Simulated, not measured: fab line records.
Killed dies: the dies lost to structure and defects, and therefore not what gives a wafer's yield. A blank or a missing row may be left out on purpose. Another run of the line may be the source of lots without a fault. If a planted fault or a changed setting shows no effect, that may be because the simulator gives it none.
What tool caused it? :: flow berkeley_cmos170 :: 45 wafers from 15 lots sampled at 2 of the route's 331 steps

## WHAT THE GAUGES READ, wafer by wafer
UCB170_V1_THK_MEAS_01. Usual: V1_TEOS_THK gives 2004 nm (standard deviation 23).
lot: L317
measured: day 7 03:05
on: film_metro-02
V1_TEOS_THK (nm): 1992 1999 2034
flag: 

lot: L315
measured: day 7 06:10
on: film_metro-01
V1_TEOS_THK (nm): 1976 1966 1996
flag: 

lot: L316
measured: day 7 06:07
on: film_metro-02
V1_TEOS_THK (nm): 2025 2019 2059
flag: 

lot: L319
measured: day 8 01:38
on: film_metro-02
V1_TEOS_THK (nm): 2009 2026 2045
flag: 

lot: L320
measured: day 8 01:38
on: film_metro-04
V1_TEOS_THK (nm): 1983 2017 2005
flag: 

lot: L321
measured: day 8 01:38
on: film_metro-01
V1_TEOS_THK (nm): 1984 2020 1997
flag: 

lot: L323
measured: day 8 10:53
on: film_metro-04
V1_TEOS_THK (nm): 1993 1998 2003
flag: 

lot: L324
measured: day 9 01:16
on: film_metro-01
V1_TEOS_THK (nm): 1989 2028 2023
flag: 

lot: L325
measured: day 9 01:14
on: film_metro-04
V1_TEOS_THK (nm): 1986 1976 1977
flag: 

lot: L326
measured: day 9 01:15
on: film_metro-02
V1_TEOS_THK (nm): 1962 1974 2009
flag: 

lot: L327
measured: day 9 05:41
on: film_metro-02
V1_TEOS_THK (nm): 3963 4038 4023
flag: OFF

lot: L328
measured: day 9 05:24
on: film_metro-01
V1_TEOS_THK (nm): 1999 2007 2041
flag: 

lot: L329
measured: day 10 05:14
on: film_metro-04
V1_TEOS_THK (nm): 4032 4051 4056
flag: OFF

lot: L336
measured: day 11 06:33
on: film_metro-01
V1_TEOS_THK (nm): 3941 3990 4017
flag: OFF

lot: L337
measured: day 11 13:40
on: film_metro-01
V1_TEOS_THK (nm): 1994 1970 2038
flag: 

## TOOL THAT RAN EACH LOT (tool first, then ch and the chambers of the sampled wafers, then the start)
lot: L317
UCB170_V1_CVD_00: pecvd-02 ch 0,1,2, day 7 02:55

lot: L315
UCB170_V1_CVD_00: pecvd-02 ch 0,1, day 7 05:55

lot: L316
UCB170_V1_CVD_00: pecvd-03 ch 0,1, day 7 05:55

lot: L319
UCB170_V1_CVD_00: pecvd-03 ch 1,2, day 8 01:28

lot: L320
UCB170_V1_CVD_00: pecvd-02 ch 0,2, day 8 01:28

lot: L321
UCB170_V1_CVD_00: pecvd-04 ch 0,2, day 8 01:28

lot: L323
UCB170_V1_CVD_00: pecvd-04 ch 0,1,2, day 8 10:43

lot: L324
UCB170_V1_CVD_00: pecvd-03 ch 1,2, day 9 01:05

lot: L325
UCB170_V1_CVD_00: pecvd-02 ch 1,2, day 9 01:05

lot: L326
UCB170_V1_CVD_00: pecvd-04 ch 0,1, day 9 01:05

lot: L327
UCB170_V1_CVD_00: pecvd-03 ch 1,2, day 9 05:12

lot: L328
UCB170_V1_CVD_00: pecvd-04 ch 0,1,2, day 9 05:12

lot: L329
UCB170_V1_CVD_00: pecvd-04 ch 0,1, day 10 04:44

lot: L336
UCB170_V1_CVD_00: pecvd-04 ch 0,1, day 11 06:02

lot: L337
UCB170_V1_CVD_00: pecvd-03 ch 0,1,2, day 11 13:31
- UCB170_V1_CVD_00: deposits SiO2 from TEOS/O2, target thk 2000 nm, time 250 s.

## AS READ BY THE TOOLS THEMSELVES (means over the sampled wafers that have a number; for cases with no such wafer, the mark the record gives instead)
UCB170_V1_CVD_00. Usual: heater_power_w reads 290 W (standard deviation 54).
lot: L317
tool: pecvd-02
heater_power_w (W): 333
flag: 

lot: L315
tool: pecvd-02
heater_power_w (W): 319
flag: 

lot: L316
tool: pecvd-03
heater_power_w (W): 239
flag: 

lot: L319
tool: pecvd-03
heater_power_w (W): 305
flag: 

lot: L320
tool: pecvd-02
heater_power_w (W): 274
flag: 

lot: L321
tool: pecvd-04
heater_power_w (W): 285
flag: 

lot: L323
tool: pecvd-04
heater_power_w (W): 259
flag: 

lot: L324
tool: pecvd-03
heater_power_w (W): 307
flag: 

lot: L325
tool: pecvd-02
heater_power_w (W): 264
flag: 

lot: L326
tool: pecvd-04
heater_power_w (W): 310
flag: 

lot: L327
tool: pecvd-03
heater_power_w (W): 317
flag: 

lot: L328
tool: pecvd-04
heater_power_w (W): 296
flag: 

lot: L329
tool: pecvd-04
heater_power_w (W): 274
flag: 

lot: L336
tool: pecvd-04
heater_power_w (W): 290
flag: 

lot: L337
tool: pecvd-03
heater_power_w (W): 254
flag: 

## THE ANSWER, worked out from the rows above alone
Rule: lot off if the mean of its wafers having a number is beyond 3 standard deviations from the usual mean. A lot without any number at a reading at which 4 lots or more have one is off too. Where the step has rows for the other lots, those lots are counted as sound. Order of review: gauges by route order, followed by the tools' own readings, for which a lot's mean as printed above is used. The first step at which some lot is off is used, and at that step the reading that is off furthest; a lot without a number counts as furthest.
Off: L327, L329, L336, seen at UCB170_V1_THK_MEAS_01 (V1_TEOS_THK).
A tool fits if, at a process step before that reading, it ran every lot that is off, and no sound lot after the first of them. The gauges at UCB170_V1_THK_MEAS_01 are tried like those tools. No candidate that was tried fits.

## WHAT THE SIMULATOR HAD INSERTED
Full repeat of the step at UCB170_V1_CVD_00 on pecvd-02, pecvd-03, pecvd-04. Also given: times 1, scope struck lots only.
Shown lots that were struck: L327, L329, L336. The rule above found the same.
